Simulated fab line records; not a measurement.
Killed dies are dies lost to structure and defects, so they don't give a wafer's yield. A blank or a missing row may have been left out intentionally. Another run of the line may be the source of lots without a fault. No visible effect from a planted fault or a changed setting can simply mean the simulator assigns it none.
fab line records | flow ritCmos
record: lots: 7 wafers: 21 lastDay: 7
route steps=202 shown ACTIVE@1 FOX1@20 FOX2@23 M1@202
lots that met no fault: from a run of the same line without faults
startH: the number of hours between the record's first day and the start of the first shown wafer of the lot | waitH: hours elapsed since this lot's preceding step | " unchanged from the row above | L1.1+2: a row that stands for several wafers | - either no value or no given start | * or withheld: withheld | < > ~ a bound
route shown NAME@n: a module of which the file shows steps, and the number in the route of the first | usual: mean and standard deviation over wafers with no fault | same: alike in all rows | chamber/n: place in a boat | sites: the reading at each site | _std_site: their standard deviation | _edge_site: the outer-site mean with the inner-site mean subtracted | radiusMm: for every site, how far away it sits from the centre of the wafer | mask NAME#n: copy n | behind: the last tool/chamber to shape the wafer | hold: the reason the lot was held/the length of the hold in hours/how it ended | device: the transistor (n, p or np) that didn't switch | end of line: tests of these same wafers at the route's end | a step given without rows: its recipe and nothing more | killed: not the wafer's yield, but the dies lost to structure and defects at the first sort | map: dies across one wafer; x = killed, . = not, _ = none there
set.NAME: the setting the step ran with; set.NAME@STEP: the setting that earlier step ran with | model.NAME: the simulator's own value behind a step, which no gauge read
lots at some steps of the route; a table a step, a row a wafer
services: when a tool's chamber went out of use (startH, in hours from the record's first day, below 0 if earlier), for how many hours, and the reason
== steps ==
step: RIT_ACTIVE_BOW_MEAS_00
recipe: mode: bow
usual: INCOMING_BOW: 0/5.7
columns lot.wafer tool chamber startH waitH INCOMING_BOW[um]
L649.2 filmMetro-02 - 40.02 - -4
L649.4 " - " " -2
L649.5 " - " " 2
L651.1 filmMetro-01 - 50.00 - -4
L651.4 " - " " 1
L651.5 " - " " -5
L655.3 filmMetro-01 - 70.04 - 11
L655.4 " - " " 0
L655.5 " - " " -2
L656.1 filmMetro-04 - 75.00 - 7
L656.3 " - " " -4
L656.5 " - " " -3
L657.2 filmMetro-02 - 80.02 - -4
L657.3 " - " " 0
L657.5 " - " " -4
L661.1 filmMetro-01 - 100.00 - -1
L661.3 " - " " -2
L661.5 " - " " 1
L665.2 filmMetro-02 - 120.02 - 3
L665.3 " - " " 1
L665.4 " - " " 8
step: RIT_ACTIVE_OXIDATION_01
recipe: tempC: 1000 ambient: O2 targetThkA: 468 oxTimeS: 3360
usual: spikeTcCentreC: 1001.8/1.1 spikeTcLoadC: 1024.2/2.1 spikeTcSourceC: 1026.6/1.2 tubeCenterTempC: 999.99/0.086 tube_center_temp_C_max: 1002.5/0.42 zonePowerLoadPct: 36.1/0.91
same: oxTimeS: 3360
columns lot.wafer tool chamber startH waitH spikeTcCentreC spikeTcLoadC spikeTcSourceC tubeCenterTempC tube_center_temp_C_max zonePowerLoadPct model.SiO2_of_ACTIVE_OXIDATION_01.thkNm
L649.2 furnace-03 0 40.24 0.2 1000.9 1021.8 1027.5 999.92 1002.3 35.8 48.5
L649.4 " 0 " " 1001.8 1023.2 1028.0 999.92 1002.1 36.6 48.43
L649.5 " 0 " " 1000.4 1022.6 1026.6 999.89 1001.6 35.7 48.04
L651.1 furnace-03 0 50.16 0.1 1001.0 1023.5 1026.0 1000 1002.2 36.2 47.7
L651.4 " 0 " " 1000.3 1022.0 1024.6 999.98 1002.5 35.7 47.74
L651.5 " 0 " " 1002.0 1023.9 1025.8 999.94 1002.0 35.6 47.97
L655.3 furnace-03 0 70.12 0.1 962.1 984.3 986.4 960.93 963.7 32.9 32.25
L655.4 " 0 " " 960.9 982.8 987.1 960.95 963.3 32.9 32.2
L655.5 " 0 " " 961.1 982.6 985.7 960.94 964.1 33.3 31.6
L656.1 furnace-03 0 77.15 2.1 960.8 983.4 988.7 960.94 963.7 33.0 33.24
L656.3 " 0 " " 961.5 984.0 985.2 960.96 964.7 32.9 33.23
L656.5 " 0 " " 961.2 983.0 987.1 960.99 963.8 33.0 33.18
L657.2 furnace-04 0 80.30 0.3 1002.3 1027.4 1027.5 1000 1002.2 38.1 48.3
L657.3 " 0 " " 1004.4 1026.8 1026.0 999.79 1002.0 38.1 48.4
L657.5 " 0 " " 1002.3 1026.8 1027.8 999.77 1002.4 36.8 47.8
L661.1 furnace-03 0 100.12 0.1 961.5 984.4 987.5 960.9 963.0 33.0 34.63
L661.3 " 0 " " 964.8 982.5 987.7 960.94 962.9 32.8 33.57
L661.5 " 0 " " 962.4 983.1 987.2 960.83 963.4 32.5 34.5
L665.2 furnace-04 0 120.50 0.5 1002.1 1028.5 1028.1 999.97 1002.4 37.2 47.8
L665.3 " 0 " " 1003.1 1026.7 1028.5 999.96 1002.4 38.6 48.02
L665.4 " 0 " " 1002.1 1025.9 1028.8 999.97 1002.6 37.6 47.33
step: RIT_ACTIVE_THK_MEAS_02
recipe: reads: SiO2_of_ACTIVE_OXIDATION_01
usual: ACTIVE_OXIDE_THK: 47.3/0.85
columns lot.wafer tool chamber startH waitH ACTIVE_OXIDE_THK[nm]
L649.2 filmMetro-01 - 42.18 0.0 48.5
L649.4 " - " " 48.4
L649.5 " - " " 48.0
L651.1 filmMetro-02 - 52.10 0.0 47.7
L651.4 " - " " 47.7
L651.5 " - " " 48.0
L655.3 filmMetro-04 - 72.07 0.0 32.3
L655.4 " - " " 32.2
L655.5 " - " " 31.6
L656.1 filmMetro-02 - 79.09 0.0 33.3
L656.3 " - " " 33.2
L656.5 " - " " 33.2
L657.2 filmMetro-04 - 82.24 0.0 48.4
L657.3 " - " " 48.4
L657.5 " - " " 47.8
L661.1 filmMetro-04 - 102.05 0.0 34.7
L661.3 " - " " 33.5
L661.5 " - " " 34.5
L665.2 filmMetro-02 - 122.45 0.0 47.8
L665.3 " - " " 48.0
L665.4 " - " " 47.4
step: RIT_ACTIVE_CVD_03
recipe: material: Si3N4 targetThkNm: 150 tempC: 810 precursor: SiH2Cl2/NH3 timeS: 1500 pressureMtorr: 300 sih2cl2FlowSccm: 60 nh3FlowSccm: 150
step: RIT_ACTIVE_THK_MEAS_04
recipe: reads: Si3N4_of_ACTIVE_CVD_03
usual: ACTIVE_NITRIDE_THK: 150.4/1.5
columns lot.wafer tool chamber startH waitH ACTIVE_NITRIDE_THK[nm]
L649.2 filmMetro-01 - 43.66 0.0 147.4
L649.4 " - " " 149.0
L649.5 " - " " 147.3
L651.1 filmMetro-02 - 53.57 0.0 151.3
L651.4 " - " " 152.3
L651.5 " - " " 151.2
L655.3 filmMetro-04 - 73.55 0.0 149.8
L655.4 " - " " 148.8
L655.5 " - " " 150.1
L656.1 filmMetro-02 - 81.24 0.0 148.9
L656.3 " - " " 149.3
L656.5 " - " " 149.6
L657.2 filmMetro-04 - 83.77 0.0 148.2
L657.3 " - " " 149.5
L657.5 " - " " 148.7
L661.1 filmMetro-02 - 104.60 0.0 151.7
L661.3 " - " " 151.2
L661.5 " - " " 151.8
L665.2 filmMetro-02 - 123.92 0.0 151.6
L665.3 " - " " 151.1
L665.4 " - " " 150.2
step: RIT_ACTIVE_HMDS_05
recipe: primeTimeS: 60 primeTempC: 140
step: RIT_ACTIVE_COAT_06
recipe: resist: NOVOLAK spinRpm: 3309 resistThkNm: 1000
step: RIT_ACTIVE_SOFTBAKE_07
recipe: resist: NOVOLAK tempC: 90 timeS: 60
step: RIT_ACTIVE_EXPOSE_08
recipe: maskId: M1 na: 0.6 sourceShape: conventional sigmaOuter: 0.6 targetCdNm: 1400 doseMj: 228.2
step: RIT_ACTIVE_PEB_09
recipe: resist: NOVOLAK tempC: withheld timeS: withheld
step: RIT_ACTIVE_DEVELOP_10
recipe: resist: NOVOLAK developTimeS: 50 devTempC: 23
step: RIT_ACTIVE_CD_MEAS_11
recipe: targetCdNm: 1400
usual: cdNm: 1399.7/2.5
columns lot.wafer tool chamber startH waitH cdNm
L649.2 cdSem-02 - 44.70 - 1402.7
L649.4 " - " " 1400.1
L649.5 " - " " 1399.2
L651.1 cdSem-02 - 54.61 - 1398.5
L651.4 " - " " 1399.5
L651.5 " - " " 1397.0
L655.3 cdSem-02 - 74.60 - 1402.3
L655.4 " - " " 1401.7
L655.5 " - " " 1401.6
L656.1 cdSem-02 - 82.27 - 1400.2
L656.3 " - " " 1402.5
L656.5 " - " " 1404.0
L657.2 cdSem-02 - 84.81 - 1399.6
L657.3 " - " " 1401.1
L657.5 " - " " 1400.1
L661.1 cdSem-02 - 105.51 - 1403.2
L661.3 " - " " 1401.3
L661.5 " - " " 1401.5
L665.2 cdSem-02 - 124.84 - 1403.0
L665.3 " - " " 1402.1
L665.4 " - " " 1401.9
step: RIT_ACTIVE_HARDBAKE_12
recipe: resist: NOVOLAK tempC: 140 timeS: 60
step: RIT_ACTIVE_ETCH_13
recipe: stopOn: SiO2 chemistry: SF6 target: Si3N4 timeS: 210 overEtchFrac: 0.4 SF6_flow_sccm: 200 pressureMtorr: 260 rfW: 125 targetDepthA: 2100
usual: drypumpMotorCurrentA: 5.8/0.5 oesProductAu: 0.821/0.014 throttleValvePct: 7.42/0.079
same: overEtchFrac: 0.4
columns lot.wafer tool chamber startH waitH drypumpMotorCurrentA oesProductAu rfHoursCounterH throttleValvePct
L649.2 rieDiel-01 3 44.95 0.1 5.9 0.834 77 7.44
L649.4 " 1 " " 6.4 0.824 41 7.36
L649.5 " 3 " " 5.9 0.842 - 7.46
L651.1 rieDiel-01 2 54.88 0.1 5.0 0.818 38 7.35
L651.4 " 3 " " 5.9 0.844 77 7.44
L651.5 " 3 " " 5.9 0.840 - 7.45
L655.3 rieDiel-01 3 74.83 0.1 5.9 0.833 77 7.46
L655.4 " 0 " " 5.9 0.809 36 7.29
L655.5 " 2 " " 5.0 0.824 - 7.36
L656.1 rieDiel-01 1 82.54 0.1 6.4 0.820 41 7.34
L656.3 " 2 " " 5.0 0.822 38 7.35
L656.5 " 2 " " 5.0 0.822 - 7.38
L657.2 rieDiel-04 0 85.06 0.1 5.1 0.796 104 7.46
L657.3 " 2 " " 6.3 0.838 105 7.58
L657.5 " 3 " " 6.7 0.826 - 7.44
L661.1 rieDiel-01 2 105.78 0.1 5.0 0.831 39 7.36
L661.3 " 3 " " 5.9 0.852 77 7.47
L661.5 " 2 " " 5.0 0.836 - 7.37
L665.2 rieDiel-04 0 125.09 0.1 5.1 0.798 104 7.46
L665.3 " 1 " " 5.5 0.825 3 7.35
L665.4 " 0 " " 5.1 0.798 - 7.47
step: RIT_ACTIVE_STRIP_14
recipe: chemistry: O2 timeS: 180 resist: NOVOLAK platenTempC: withheld powerW: 500 pressureMtorr: 4000 o2FlowSccm: 4000
usual: drypumpMotorCurrentA: 5.8/0.3
columns lot.wafer tool chamber startH waitH drypumpMotorCurrentA rfHoursCounterH
L649.2 plasmaAsher-02 0 45.08 0.1 6.3 26
L649.4 " 1 " " 5.6 -
L649.5 " 0 " " 6.3 -
L651.1 plasmaAsher-04 0 55.01 0.1 6.0 40
L651.4 " 1 " " 5.7 -
L651.5 " 0 " " 6.0 -
L655.3 plasmaAsher-04 1 75.03 0.1 5.7 -
L655.4 " 0 " " 6.0 -
L655.5 " 1 " " 5.7 -
L656.1 plasmaAsher-03 0 82.68 0.1 5.3 45
L656.3 " 0 " " 5.3 -
L656.5 " 1 " " 5.6 -
L657.2 plasmaAsher-03 1 85.19 0.1 5.6 45
L657.3 " 1 " " 5.6 -
L657.5 " 0 " " 5.3 -
L661.1 plasmaAsher-02 0 105.91 0.1 6.3 33
L661.3 " 1 " " 5.7 -
L661.5 " 1 " " 5.7 -
L665.2 plasmaAsher-04 1 125.23 0.1 5.7 48
L665.3 " 1 " " 5.7 -
L665.4 " 0 " " 6.0 -
step: RIT_ACTIVE_CD_MEAS_90
recipe: targetCdNm: 1400
usual: cdNm: 1399.7/2.5
columns lot.wafer tool chamber startH waitH cdNm
L649.2 cdSem-01 - 45.28 0.1 1402.3
L649.4 " - " " 1400.8
L649.5 " - " " 1400.2
L651.1 cdSem-01 - 55.18 0.1 1398.2
L651.4 " - " " 1399.6
L651.5 " - " " 1397.2
L655.3 cdSem-01 - 75.18 0.1 1402.2
L655.4 " - " " 1401.8
L655.5 " - " " 1401.5
L656.1 cdSem-01 - 82.85 0.1 1400.1
L656.3 " - " " 1402.6
L656.5 " - " " 1403.9
L657.2 cdSem-02 - 85.39 0.1 1399.8
L657.3 " - " " 1401.0
L657.5 " - " " 1399.8
L661.1 cdSem-01 - 106.09 0.1 1403.6
L661.3 " - " " 1401.9
L661.5 " - " " 1401.7
L665.2 cdSem-01 - 125.42 0.1 1403.1
L665.3 " - " " 1402.3
L665.4 " - " " 1402.2
step: RIT_ACTIVE_CLEAN_15
recipe: chemistry: SC1 mix: 3:3:50 timeS: 600 tempC: 75
step: RIT_ACTIVE_CLEAN_16
recipe: chemistry: dHF dilution: 50:1 timeS: 30
step: RIT_ACTIVE_CLEAN_17
recipe: chemistry: SC2 mix: 3:3:50 timeS: 600 tempC: 75 dry: n2Spin
step: RIT_FOX1_OXIDATION_00
recipe: tempC: 1100 ambient: H2O targetThkA: 3507 pH2oTorr: 720 oxTimeS: 1130
step: RIT_FOX1_THK_MEAS_01
recipe: reads: SiO2_of_FOX1_OXIDATION_00
usual: FOX1_OXIDE_THK: 351/7.2
columns lot.wafer tool chamber startH waitH FOX1_OXIDE_THK[nm]
L649.2 filmMetro-01 - 48.43 0.0 358
L649.4 " - " " 362
L649.5 " - " " 364
L651.1 filmMetro-03 - 57.71 0.0 363
L651.4 " - " " 363
L651.5 " - " " 364
L655.3 filmMetro-03 - 79.74 0.0 345
L655.4 " - " " 349
L655.5 " - " " 348
L656.1 filmMetro-02 - 84.65 0.0 342
L656.3 " - " " 341
L656.5 " - " " 345
L657.2 filmMetro-02 - 87.72 0.0 352
L657.3 " - " " 348
L657.5 " - " " 350
L661.1 filmMetro-03 - 109.12 0.0 354
L661.3 " - " " 358
L661.5 " - " " 355
L665.2 filmMetro-03 - 129.13 0.0 339
L665.3 " - " " 340
L665.4 " - " " 342
step: RIT_FOX1_WET_ETCH_02
recipe: chemistry: BOE targetDepthNm: 350 timeS: 390 tempC: 21.5 dry: n2Spin dilution: 10:1 target: SiO2
step: RIT_FOX2_OXIDATION_00
recipe: tempC: 1100 ambient: H2O targetThkA: 3507 pH2oTorr: 720 oxTimeS: 1168
step: RIT_FOX2_THK_MEAS_01
recipe: reads: SiO2_of_FOX2_OXIDATION_00
usual: FOX2_OXIDE_THK: 358/8
columns lot.wafer tool chamber startH waitH FOX2_OXIDE_THK[nm]
L649.2 filmMetro-04 - 49.92 0.0 365
L649.4 " - " " 372
L649.5 " - " " 363
L651.1 filmMetro-02 - 59.23 0.0 367
L651.4 " - " " 360
L651.5 " - " " 358
L655.3 filmMetro-03 - 81.50 0.0 354
L655.4 " - " " 348
L655.5 " - " " 354
L656.1 filmMetro-02 - 86.14 0.0 351
L656.3 " - " " 352
L656.5 " - " " 352
L657.2 filmMetro-02 - 89.21 0.0 362
L657.3 " - " " 360
L657.5 " - " " 365
L661.1 filmMetro-03 - 110.61 0.0 362
L661.3 " - " " 365
L661.5 " - " " 366
L665.2 filmMetro-03 - 131.75 0.0 373
L665.3 " - " " 372
L665.4 " - " " 370
step: RIT_FOX2_CLEAN_02
recipe: chemistry: dHF dilution: 50:1 timeS: 180
step: RIT_FOX2_WET_ETCH_03
recipe: chemistry: H3PO4 target: Si3N4 targetDepthNm: 195 tempC: 165 timeS: 2700
columns lot.wafer tool chamber startH waitH model.SiO2_of_ACTIVE_OXIDATION_01.thkNm
L649.2 wetBench-01 3 50.03 0.0 43.13
L649.4 " 3 " " 43.09
L649.5 " 3 " " 42.74
L651.1 wetBench-04 3 59.36 0.0 40.25
L651.4 " 3 " " 42.5
L651.5 " 3 " " 42.75
L655.3 wetBench-01 3 81.59 0.0 28.67
L655.4 " 3 " " 28.58
L655.5 " 3 " " 25.91
L656.1 wetBench-03 0 86.26 0.0 29.61
L656.3 " 0 " " 27.41
L656.5 " 0 " " 27.33
L657.2 wetBench-04 0 89.32 0.0 42.27
L657.3 " 0 " " 42.94
L657.5 " 0 " " 41.21
L661.1 wetBench-03 3 110.73 0.0 28.58
L661.3 " 3 " " 29.82
L661.5 " 3 " " 28.45
L665.2 wetBench-04 3 131.86 0.0 42.06
L665.3 " 3 " " 42.18
L665.4 " 3 " " 41.63
step: RIT_FOX2_THK_MEAS_90
recipe: reads: SiO2_of_FOX2_OXIDATION_00
usual: FIELD_OXIDE_LEFT_1_THK: 331/8.1
columns lot.wafer tool chamber startH waitH FIELD_OXIDE_LEFT_1_THK[nm]
L649.2 filmMetro-02 - 50.87 0.0 337
L649.4 " - " " 344
L649.5 " - " " 336
L651.1 filmMetro-03 - 60.11 0.0 339
L651.4 " - " " 333
L651.5 " - " " 330
L655.3 filmMetro-02 - 82.37 0.0 327
L655.4 " - " " 321
L655.5 " - " " 327
L656.1 filmMetro-02 - 87.02 0.0 324
L656.3 " - " " 325
L656.5 " - " " 325
L657.2 filmMetro-03 - 90.11 0.0 334
L657.3 " - " " 332
L657.5 " - " " 337
L661.1 filmMetro-03 - 111.56 0.0 335
L661.3 " - " " 337
L661.5 " - " " 338
L665.2 filmMetro-02 - 132.63 0.0 345
L665.3 " - " " 345
L665.4 " - " " 343
step: RIT_M1_PROBE_99
usual: killedAtContacts: 0.1/0.24 killedAtFrontEnd: 6.7/2.9 killedDies: 6.8/2.9 killedOpen: 3.5/2 killedShort: 3.2/1.9
same: grossDies: 264 killed_at_M0_to_M3: 0 killed_at_M4_up: 0 killedAtBackSide: 0 killedAtOther: 0
columns lot.wafer tool chamber startH waitH killedAtContacts killedAtFrontEnd killedDies killedOpen killedShort model.etest.pldd.widthNm model.etest.nldd.widthNm model.etest.nplusSal.widthNm model.etest.pplusSal.widthNm model.etest.nmos_0p3.rOnOhmUm model.etest.nmosNarrow.driveUaUm model.etest.pmosNarrow.driveUaUm model.etest.nmos_0p3.driveUaUm
L649.2 prober-01 - 90.86 0.1 0 6 6 2 4 3133 3111 3412 3426 2219 209 94.45 214.4
L649.4 prober-01 - 90.96 0.2 0 12 12 9 3 3114 3111 3428 3413 2231 201.6 93.86 212.8
L649.5 prober-01 - 91.01 0.2 1 6 7 2 5 3125 3130 3435 3422 2251 210.1 96.37 215
L651.1 prober-02 - 101.37 0.1 0 2 2 1 1 3095 3127 3440 3435 2199 212.5 96.71 220.6
L651.4 prober-02 - 101.52 0.2 0 5 5 3 2 3119 3134 3418 3422 2153 219.2 100.2 224.8
L651.5 prober-02 - 101.57 0.2 0 5 5 2 3 3144 3134 3423 3434 2175 216.8 98.61 222.2
L655.3 prober-01 - 123.53 0.2 0 10 10 5 5 3307 3301 3545 3540 2165 255.3 114.2 226.4
L655.4 prober-01 - 123.58 0.2 1 7 8 4 4 3304 3291 3536 3525 2153 256.1 115 230.4
L655.5 prober-01 - 123.63 0.2 0 8 8 4 4 3306 3307 3529 3536 2144 257.3 115.3 229.1
L656.1 prober-02 - 125.77 0.1 0 6 6 1 5 3310 3283 3562 3572 2126 260 115.7 234.2
L656.3 prober-02 - 125.87 0.2 0 7 7 2 5 3306 3302 3570 3569 2130 259.7 115.7 231.6
L656.5 prober-02 - 125.97 0.2 0 5 5 1 4 3292 3310 3558 3553 2144 258.5 114.5 232.7
L657.2 prober-01 - 128.57 0.1 0 7 7 4 3 3140 3155 3436 3432 2163 217.8 102.4 224.3
L657.3 prober-01 - 128.62 0.2 0 6 6 4 2 3156 3153 3421 3440 2136 226.3 102.8 227
L657.5 prober-01 - 128.72 0.2 0 4 4 1 3 3152 3136 3434 3417 2133 216.9 102.4 225.3
L661.1 prober-01 - 153.36 0.1 0 2 2 1 1 3263 3270 3511 3496 2157 242.9 110 223.2
L661.3 prober-01 - 153.46 0.2 0 8 8 4 4 3280 3268 3530 3533 2164 246.9 112 225.9
L661.5 prober-01 - 153.56 0.2 0 3 3 3 0 3267 3267 3535 3491 2122 247.4 112.1 228.4
L665.2 prober-01 - 176.64 0.1 0 9 9 4 4 3141 3136 3432 3440 2159 216.7 99.69 222.1
L665.3 prober-01 - 176.69 0.2 0 11 11 6 5 3129 3145 3433 3445 2181 216.2 98.83 219.8
L665.4 prober-01 - 176.74 0.2 0 11 11 2 7 3157 3162 3462 3438 2205 222.1 100.3 223.5
killed by level:class
L649.2 SPACER:geometricParticle:short=2 FOX1:geometricParticle:short=1 FOX2:geometricParticle:open=1 GATE:geometricParticle:short=1 SPACER:geometricParticle:open=1
L649.4 SPACER:geometricParticle:short=3 SPACER:geometricParticle:open=3 GATE:geometricParticle:open=2 SILICIDE:geometricParticle:open=2 FOX1:geometricParticle:open=1 REOX:geometricParticle:open=1
L649.5 GATE:geometricParticle:short=2 ACTIVE:geometricParticle:short=1 FOX2:geometricParticle:open=1 GATE:geometricParticle:open=1 SPACER:geometricParticle:short=1 CONTACT:geometricParticle:short=1
L651.1 FOX2:geometricParticle:short=1 SPACER:geometricParticle:open=1
L651.4 SPACER:geometricParticle:open=2 FOX1:geometricParticle:short=1 FOX2:geometricParticle:open=1 REOX:geometricParticle:short=1
L651.5 SPACER:geometricParticle:short=2 GATE:geometricParticle:open=1 REOX:geometricParticle:short=1 SILICIDE:geometricParticle:open=1
L655.3 GATE:geometricParticle:open=3 FOX1:geometricParticle:short=2 GATE:geometricParticle:short=1 REOX:geometricParticle:short=1 REOX:geometricParticle:open=1 SPACER:geometricParticle:open=1 SILICIDE:geometricParticle:short=1
L655.4 GATE:geometricParticle:open=3 GATE:geometricParticle:short=2 SPACER:geometricParticle:open=1 SILICIDE:geometricParticle:short=1 CONTACT:geometricParticle:short=1
L655.5 REOX:geometricParticle:open=2 FOX1:geometricParticle:short=1 FOX1:geometricParticle:open=1 GATE:geometricParticle:short=1 REOX:geometricParticle:short=1 SPACER:geometricParticle:open=1 SPACER:geometricParticle:short=1
L656.1 GATE:geometricParticle:short=2 FOX1:geometricParticle:open=1 FOX2:geometricParticle:short=1 REOX:geometricParticle:short=1 SILICIDE:geometricParticle:short=1
L656.3 GATE:geometricParticle:short=3 GATE:geometricParticle:open=2 FOX2:geometricParticle:short=1 SILICIDE:geometricParticle:short=1
L656.5 SPACER:geometricParticle:short=2 GATE:geometricParticle:short=1 REOX:geometricParticle:short=1 SPACER:geometricParticle:open=1
L657.2 GATE:geometricParticle:short=3 FOX1:geometricParticle:open=1 GATE:geometricParticle:open=1 REOX:geometricParticle:open=1 SILICIDE:geometricParticle:open=1
L657.3 GATE:geometricParticle:open=2 REOX:geometricParticle:open=2 FOX1:geometricParticle:short=1 GATE:geometricParticle:short=1
L657.5 GATE:geometricParticle:short=2 FOX1:geometricParticle:short=1 REOX:geometricParticle:open=1
L661.1 SPACER:geometricParticle:short=1 SPACER:geometricParticle:open=1
L661.3 GATE:geometricParticle:short=2 SPACER:geometricParticle:open=2 SPACER:geometricParticle:short=2 FOX2:geometricParticle:open=1 REOX:geometricParticle:open=1
L661.5 FOX1:geometricParticle:open=3
L665.2 GATE:geometricParticle:open=2 FOX1:geometricParticle:open=1 FOX1:geometricParticle:short=1 FOX2:geometricParticle:open=1 GATE:geometricParticle:short=1 REOX:geometricParticle:short=1 SPACER:geometricParticle:short=1 PLDD:coatMicrobubblePrinted=1
L665.3 SILICIDE:geometricParticle:open=3 SILICIDE:geometricParticle:short=3 GATE:geometricParticle:short=2 GATE:geometricParticle:open=2 FOX1:geometricParticle:open=1
L665.4 FOX1:geometricParticle:short=2 REOX:geometricParticle:short=2 ACTIVE:coatMicrobubblePrinted=2 GATE:geometricParticle:short=1 GATE:geometricParticle:open=1 SPACER:geometricParticle:short=1 SILICIDE:geometricParticle:short=1 SILICIDE:geometricParticle:open=1
== services ==
columns tool chamber startH hours kind
rieDiel-04 0 18.60 19.5 repair
rieDiel-01 1 22.43 3.9 repair
plasmaAsher-02 - 32.06 0.5 repair
rieDiel-01 1 40.32 3.1 repair
rieDiel-01 0 41.66 2.5 repair
wetBench-04 - 104.65 1.1 repair
furnace-04 - 111.62 3.5 pm
rieDiel-04 3 123.55 3.6 repair
== key ==
firstSign: step: RIT_ACTIVE_OXIDATION_01 reading: tubeCenterTempC direction: down sigmas: 99+ usual: * struck: *
effect: step: RIT_ACTIVE_OXIDATION_01 reading: tube_center_temp_C_max direction: down sigmas: 92 usual: * struck: *
effect: step: RIT_ACTIVE_THK_MEAS_02 reading: ACTIVE_OXIDE_THK direction: down sigmas: 17 usual: 47.3 struck: 33.2
modelEffect: step: RIT_ACTIVE_OXIDATION_01 value: SiO2_of_ACTIVE_OXIDATION_01.thkNm without: 46.68 struck: 33.16
modelEffect: step: RIT_FOX2_WET_ETCH_03 value: SiO2_of_ACTIVE_OXIDATION_01.thkNm without: 40.29 struck: 28.26
modelEffect: step: RIT_M1_PROBE_99 value: etest.pldd.widthNm without: 3175 struck: 3292
metAt RIT_ACTIVE_OXIDATION_01
struckWafers L655.3,L655.4,L655.5,L656.1,L656.3,L656.5,L661.1,L661.3,L661.5
testerLeftOut L655,L656,L661
onsetBetween 50.16 70.12
fault: kind: processParameterDrift tool: furnace-03 chamber: - onsetH: 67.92 steps: RIT_ACTIVE_OXIDATION_01 channel: tempC offset: * shape: step endH: 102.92 actsIn: * stated: *
testerLeftOut: of these lots the tester's yield and bins aren't shown, on N5 and GAA mostly nor the transistor test; their killed dies are dies lost to structure and defects alone, not to doping, threshold or leakage, so they don't give the yield
